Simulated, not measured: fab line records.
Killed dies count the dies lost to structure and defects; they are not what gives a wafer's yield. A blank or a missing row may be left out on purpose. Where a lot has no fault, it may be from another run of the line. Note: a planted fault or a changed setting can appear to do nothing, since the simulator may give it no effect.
Matching of chambers :: flow berkeley_cmos170 :: rie_diel-04 running UCB170_V1_ETCH_14: 4 sister chambers
The step etches SiO2 in CHF3/CF4/Ar, stops on Al, target depth 1250 nm, time 291 s. 4 wafers are shown with their chamber, then 8 later ones without.

## WAFERS, EACH WITH ITS CHAMBER
wafer: L279.6
chamber: 2
throttle_valve_pct (%): 6.78

wafer: L295.5
chamber: 1
throttle_valve_pct (%): 6.84

wafer: L297.1
chamber: 3
throttle_valve_pct (%): 6.89

wafer: L298.1
chamber: 0
throttle_valve_pct (%): 7.02

## WAFERS WHOSE CHAMBER IS MISSING
wafer: L298.3
throttle_valve_pct (%): 6.89

wafer: L298.5
throttle_valve_pct (%): 6.78

wafer: L299.1
throttle_valve_pct (%): 6.85

wafer: L299.3
throttle_valve_pct (%): 7.00

wafer: L299.6
throttle_valve_pct (%): 6.85

wafer: L302.1
throttle_valve_pct (%): 6.88

wafer: L302.4
throttle_valve_pct (%): 6.85

wafer: L302.5
throttle_valve_pct (%): 7.00

## EACH ONE'S CHAMBER
wafer: L298.3
from the rows above: 3
in truth: 3

wafer: L298.5
from the rows above: 2
in truth: 2

wafer: L299.1
from the rows above: 1
in truth: 1

wafer: L299.3
from the rows above: 0
in truth: 0

wafer: L299.6
from the rows above: 1
in truth: 1

wafer: L302.1
from the rows above: 3
in truth: 3

wafer: L302.4
from the rows above: 1
in truth: 1

wafer: L302.5
from the rows above: 0
in truth: 0
Correctly placed: 8 of 8. Not placeable from these rows: 0. Number placed wrongly: 0.
How it was worked out, from the rows above alone: a wafer's distance from a chamber is the root of the sum, over the readings, of the square of ((its reading less the chamber's mean) divided by the reading's scatter). The wafer belongs to the nearest chamber; if the next one is less than 2 further off, it can't be placed. Each chamber's mean is taken over the wafers shown for it. The scatter: with one shown wafer a chamber, the root of the mean of the squares of how far each hidden wafer lies from its nearest shown one.
